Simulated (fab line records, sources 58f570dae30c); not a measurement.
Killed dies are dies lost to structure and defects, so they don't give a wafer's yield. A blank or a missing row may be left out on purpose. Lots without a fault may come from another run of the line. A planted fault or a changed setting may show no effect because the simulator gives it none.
fab line records | flow berkeley_cmos170
record lots=14 wafers=42 last_day=14
route steps=331 shown PWELL@49 SPACER@172 BACKSIDE@202 CONTACT@231
lots that met no fault: from a run of the same line without faults
start_h: hours from the record's first day to the start of the lot's first wafer shown | wait_h: hours since the lot's step before | " the same as in the row above | L1.1+2: a row that stands for several wafers | - no value, or no start given | * or withheld: withheld | < > ~ a bound
route shown NAME@n: a module of which the file shows steps, and the number in the route of the first | usual: mean/standard deviation of fault-free wafers | same: alike in all rows | chamber/n: place in a boat | sites: the reading at each site | _std_site: their standard deviation | _edge_site: outer sites' mean less inner sites' | radius_mm: how far each site lies from the wafer's centre | mask NAME#n: copy n | behind: the tool/chamber that last shaped the wafer | hold: why the lot was held/for how many hours/how that ended | device: the transistor (n, p or np) that didn't switch | end of line: the same wafers' tests at the end of the route | a step without rows: its recipe alone | killed: dies lost to structure and defects at the first sort, not the wafer's yield | map: a wafer's dies, x killed, . not, _ none there
set.NAME: the setting as run; set.NAME@STEP: as run at that earlier step | model.NAME: the simulator's own value behind a step, which no gauge read
steps of the route over a sample of lots; a table a step, a row a wafer
services: from which hour (start_h, from the record's first day; less than 0 if before it) a tool's chamber was out of use, for how many hours, and why
## steps
# step UCB170_PWELL_IMPLANT_15
# recipe species=B dose_cm2=5e+12 energy_kev=60 tilt_deg=7
# usual dose_ions_cm2=4.999e+12/5.1e+09 faraday_current_uA=15.88/0.3
# same implant_ion_amu=11
# columns lot.wafer tool chamber start_h wait_h dose_ions_cm2 faraday_current_uA
L308.1 implanter-03 0 57.61 0.1 4.998e+12 15.85
L308.2 " 0 " " 4.994e+12 15.99
L308.3 " 0 " " 5.003e+12 16.58
L310.1 implanter-03 0 73.93 0.1 4.995e+12 15.53
L310.2 " 0 " " 5.006e+12 16.06
L310.4 " 0 " " 5e+12 16.11
L312.1 implanter-04 0 74.21 0.1 4.994e+12 15.61
L312.2 " 0 " " 5.004e+12 15.97
L312.5 " 0 " " 5.002e+12 15.81
L311.1 implanter-02 0 74.48 0.1 5.008e+12 16.11
L311.2 " 0 " " 5.006e+12 15.43
L311.4 " 0 " " 4.999e+12 15.81
L313.1 implanter-04 0 82.49 0.1 4.997e+12 16.15
L313.5 " 0 " " 4.996e+12 15.91
L313.6 " 0 " " 4.992e+12 15.90
L314.4 implanter-02 0 91.00 0.1 5e+12 15.42
L314.5 " 0 " " 5.004e+12 15.41
L314.6 " 0 " " 4.995e+12 15.75
L316.1 implanter-04 0 102.63 0.1 5.007e+12 15.46
L316.5 " 0 " " 4.999e+12 15.96
L316.6 " 0 " " 5.001e+12 15.51
L318.2 implanter-02 0 102.83 0.1 4.999e+12 16.28
L318.3 " 0 " " 4.989e+12 15.66
L318.5 " 0 " " 4.992e+12 15.62
L322.2 implanter-03 0 133.54 0.1 5.007e+12 15.77
L322.4 " 0 " " 4.999e+12 15.56
L322.5 " 0 " " 4.996e+12 15.45
L325.1 implanter-03 0 150.73 0.1 4.97e+11 1.53
L325.4 " 0 " " 4.9e+11 1.56
L325.6 " 0 " " 5.03e+11 1.55
L326.3 implanter-03 0 166.35 0.1 4.96e+11 1.59
L326.5 " 0 " " 4.95e+11 1.63
L326.6 " 0 " " 4.96e+11 1.58
L327.1 implanter-02 0 166.58 0.1 4.999e+12 16.40
L327.4 " 0 " " 4.998e+12 16.18
L327.5 " 0 " " 5.006e+12 15.59
L328.1 implanter-02 0 178.62 0.1 4.997e+12 16.12
L328.2 " 0 " " 4.997e+12 16.11
L328.3 " 0 " " 4.998e+12 16.03
L331.1 implanter-02 0 191.78 0.1 5e+12 15.45
L331.2 " 0 " " 4.998e+12 16.02
L331.4 " 0 " " 5.003e+12 15.87
# step UCB170_PWELL_TW_MEAS_17
# usual PWELL_TW=377/3.6
# columns lot.wafer tool chamber start_h wait_h PWELL_TW
L308.1 film_metro-01 - 57.86 0.1 375
L308.2 " - " " 375
L308.3 " - " " 375
L310.1 film_metro-03 - 74.18 0.1 374
L310.2 " - " " 374
L310.4 " - " " 373
L312.1 film_metro-01 - 74.46 0.1 378
L312.2 " - " " 378
L312.5 " - " " 380
L311.1 film_metro-04 - 74.73 0.1 382
L311.2 " - " " 380
L311.4 " - " " 379
L313.1 film_metro-04 - 82.74 0.1 382
L313.5 " - " " 381
L313.6 " - " " 382
L314.4 film_metro-03 - 91.21 0.1 373
L314.5 " - " " 372
L314.6 " - " " 372
L316.1 film_metro-03 - 102.88 0.1 375
L316.5 " - " " 378
L316.6 " - " " 375
L318.2 film_metro-04 - 103.06 0.1 379
L318.3 " - " " 381
L318.5 " - " " 380
L322.2 film_metro-03 - 133.77 0.1 373
L322.4 " - " " 373
L322.5 " - " " 371
L325.1 film_metro-04 - 150.98 0.1 194
L325.4 " - " " 193
L325.6 " - " " 193
L326.3 film_metro-04 - 166.57 0.1 192
L326.5 " - " " 191
L326.6 " - " " 191
L327.1 film_metro-03 - 166.83 0.1 374
L327.4 " - " " 372
L327.5 " - " " 373
L328.1 film_metro-03 - 178.87 0.1 374
L328.2 " - " " 374
L328.3 " - " " 372
L331.1 film_metro-04 - 192.03 0.1 383
L331.2 " - " " 381
L331.4 " - " " 383
# step UCB170_SPACER_THK_MEAS_01
# recipe reads=SiO2_of_SPACER_CVD_00
# usual SPACER_TEOS_THK=376/5.9
# columns lot.wafer tool chamber start_h wait_h SPACER_TEOS_THK[nm]
L308.1 film_metro-04 - 159.88 0.0 373
L308.2 " - " " 377
L308.3 " - " " 375
L312.1 film_metro-01 - 194.77 0.0 373
L312.2 " - " " 370
L312.5 " - " " 385
L313.1 film_metro-02 - 195.05 0.0 372
L313.5 " - " " 370
L313.6 " - " " 365
L310.1 film_metro-04 - 195.12 0.0 378
L310.2 " - " " 372
L310.4 " - " " 378
L311.1 film_metro-04 - 195.40 0.0 369
L311.2 " - " " 370
L311.4 " - " " 375
L314.4 film_metro-04 - 213.02 0.0 386
L314.5 " - " " 385
L314.6 " - " " 386
L318.2 film_metro-02 - 231.18 0.0 376
L318.3 " - " " 375
L318.5 " - " " 384
L316.1 film_metro-04 - 233.62 0.0 374
L316.5 " - " " 384
L316.6 " - " " 380
L322.2 film_metro-02 - 268.50 0.0 375
L322.4 " - " " 376
L322.5 " - " " 382
L325.1 film_metro-04 - 283.48 0.0 377
L325.4 " - " " 376
L325.6 " - " " 379
L326.3 film_metro-02 - 290.62 0.0 373
L326.5 " - " " 383
L326.6 " - " " 382
L327.1 film_metro-04 - 290.78 0.0 374
L327.4 " - " " 380
L327.5 " - " " 367
L328.1 film_metro-01 - 303.77 0.0 376
L328.2 " - " " 373
L328.3 " - " " 367
L331.1 film_metro-02 - 308.32 0.0 370
L331.2 " - " " 363
L331.4 " - " " 374
# step UCB170_BACKSIDE_STRIP_03
# recipe chemistry=O2 power_w=400 pressure_mtorr=3500 platen_temp_c=withheld o2_flow_sccm=400 overash_fraction=0.5
# usual drypump_motor_current_A=5.61/0.19 oes_product_au=0.735/0.005 strip_time_to_endpoint_s=21.96/0.061
# columns lot.wafer tool chamber start_h wait_h drypump_motor_current_A oes_product_au rf_hours_counter_h strip_time_to_endpoint_s
L308.1 plasma_asher-01 0 175.40 0.1 5.43 0.730 37 21.99
L308.2 " 1 " " 5.75 0.732 37 21.97
L308.3 " 1 " " 5.77 0.737 - 21.98
L312.1 plasma_asher-04 1 211.34 0.1 5.47 0.738 49 21.93
L312.2 " 0 " " 5.40 0.740 49 21.92
L312.5 " 1 " " 5.46 0.736 - 21.93
L313.1 plasma_asher-04 0 211.67 0.1 5.42 0.744 49 21.95
L313.5 " 0 " " 5.41 0.725 - 21.84
L313.6 " 1 " " 5.45 0.738 - 21.87
L310.1 plasma_asher-02 0 211.94 0.1 5.93 0.735 45 21.81
L310.2 " 1 " " 5.65 0.740 45 21.80
L310.4 " 1 " " 5.64 0.736 - 21.85
L311.1 plasma_asher-04 1 212.15 0.1 5.49 0.736 49 21.99
L311.2 " 0 " " 5.43 0.734 49 21.99
L311.4 " 0 " " 5.42 0.729 - 22.03
L314.4 plasma_asher-02 0 227.72 0.1 5.91 0.731 - 22.00
L314.5 " 1 " " 5.63 0.733 - 21.98
L314.6 " 0 " " 5.91 0.734 - 22.01
L318.2 plasma_asher-04 0 246.38 0.1 5.42 0.726 54 21.91
L318.3 " 0 " " 5.45 0.732 - 21.89
L318.5 " 1 " " 5.47 0.736 - 21.94
L316.1 plasma_asher-04 1 246.78 0.1 5.48 0.733 54 21.88
L316.5 " 0 " " 5.43 0.733 - 21.96
L316.6 " 1 " " 5.48 0.744 - 21.89
L322.2 plasma_asher-04 0 277.72 0.1 5.44 0.732 57 21.95
L322.4 " 1 " " 5.47 0.736 - 21.97
L322.5 " 1 " " 5.46 0.740 - 21.97
L325.1 plasma_asher-04 1 292.08 0.1 5.48 0.739 60 21.89
L325.4 " 1 " " 5.48 0.732 - 21.87
L325.6 " 1 " " 5.48 0.740 - 21.88
L327.1 plasma_asher-01 0 302.70 0.1 5.40 0.731 38 21.94
L327.4 " 1 " " 5.74 0.743 - 21.97
L327.5 " 1 " " 5.74 0.731 - 21.92
L326.3 plasma_asher-02 0 303.10 0.1 5.92 0.739 - 21.99
L326.5 " 0 " " 5.92 0.737 - 22.04
L326.6 " 1 " " 5.64 0.734 - 22.03
L328.1 plasma_asher-02 1 317.25 0.1 5.63 0.739 57 21.95
L328.2 " 0 " " 5.95 0.724 57 21.96
L328.3 " 1 " " 5.62 0.738 - 21.90
L331.1 plasma_asher-01 1 317.25 0.1 5.74 0.731 40 22.01
L331.2 " 0 " " 5.43 0.742 40 21.93
L331.4 " 1 " " 5.76 0.730 - 22.00
# step UCB170_CONTACT_CD_MEAS_15
# recipe target_cd_nm=700
# usual cd_nm=700.2/1.5
# columns lot.wafer tool chamber start_h wait_h cd_nm
L308.1 cd_sem-02 - 181.26 - 698.7
L308.2 " - " " 700.8
L308.3 " - " " 700.6
L312.1 cd_sem-02 - 216.44 - 701.4
L312.2 " - " " 701.8
L312.5 " - " " 700.7
L313.1 cd_sem-01 - 216.76 - 701.1
L313.5 " - " " 701.6
L313.6 " - " " 701.6
L310.1 cd_sem-01 - 218.30 - 703.2
L310.2 " - " " 702.3
L310.4 " - " " 702.2
L311.1 cd_sem-01 - 218.57 - 699.3
L311.2 " - " " 697.5
L311.4 " - " " 698.9
L314.4 cd_sem-02 - 234.48 - 699.7
L314.5 " - " " 700.0
L314.6 " - " " 699.1
L318.2 cd_sem-02 - 255.60 - 698.4
L318.3 " - " " 699.1
L318.5 " - " " 699.3
L316.1 cd_sem-01 - 256.07 - 699.6
L316.5 " - " " 699.4
L316.6 " - " " 698.4
L322.2 cd_sem-01 - 285.40 - 698.2
L322.4 " - " " 699.3
L322.5 " - " " 699.6
L325.1 cd_sem-02 - 298.60 - 703.2
L325.4 " - " " 703.3
L325.6 " - " " 702.4
L327.1 cd_sem-02 - 309.01 - 698.4
L327.4 " - " " 698.2
L327.5 " - " " 699.8
L326.3 cd_sem-01 - 309.30 - 699.4
L326.5 " - " " 700.9
L326.6 " - " " 701.1
L328.1 cd_sem-02 - 322.79 - 701.3
L328.2 " - " " 702.8
L328.3 " - " " 701.5
L331.1 cd_sem-01 - 325.24 - 701.8
L331.2 " - " " 700.6
L331.4 " - " " 701.2
## services
# columns tool chamber start_h hours kind
implanter-03 - 41.12 5.8 repair
implanter-02 - 53.91 3.0 repair
implanter-02 - 55.96 0.6 repair
implanter-03 - 67.67 5.4 pm
implanter-02 - 77.59 3.2 pm
implanter-04 - 92.13 3.4 pm
implanter-02 - 116.57 2.0 repair
plasma_asher-02 - 148.37 3.1 repair
plasma_asher-01 - 162.75 2.8 pm
implanter-04 - 164.19 4.2 repair
plasma_asher-01 - 193.64 109.0 repair
implanter-04 - 194.99 3.7 repair
implanter-02 - 206.44 1.6 repair
implanter-03 - 209.74 0.8 repair
plasma_asher-02 - 231.04 4.2 repair
implanter-02 - 299.56 1.8 repair
## key
first_sign step=UCB170_PWELL_IMPLANT_15 reading=dose_ions_cm2 direction=down sigmas=99+ usual=4.999e+12 struck=4.96e+11
effect step=UCB170_PWELL_IMPLANT_15 reading=faraday_current_uA direction=down sigmas=48 usual=15.88 struck=1.57
effect step=UCB170_PWELL_TW_MEAS_17 reading=PWELL_TW direction=down sigmas=51 usual=377 struck=192
met_at UCB170_PWELL_IMPLANT_15
struck_lots L325,L326
tester_left_out L325,L326
not_acting_at UCB170_SPACER_THK_MEAS_01,UCB170_BACKSIDE_STRIP_03,UCB170_CONTACT_CD_MEAS_15
onset_between 133.54 150.73
fault kind=process_parameter_drift tool=implanter-03 chamber=- onset_h=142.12 steps=UCB170_PWELL_IMPLANT_15 channel=dose_cm2 offset=-4.5e+12 shape=step end_h=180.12 acts_in=these_recipes_only stated=5e+12
# tester_left_out: of these lots the tester's yield and bins aren't shown, on N5 and GAA mostly nor the transistor test; their killed dies are dies lost to structure and defects alone, not to doping, threshold or leakage, so they don't give the yield
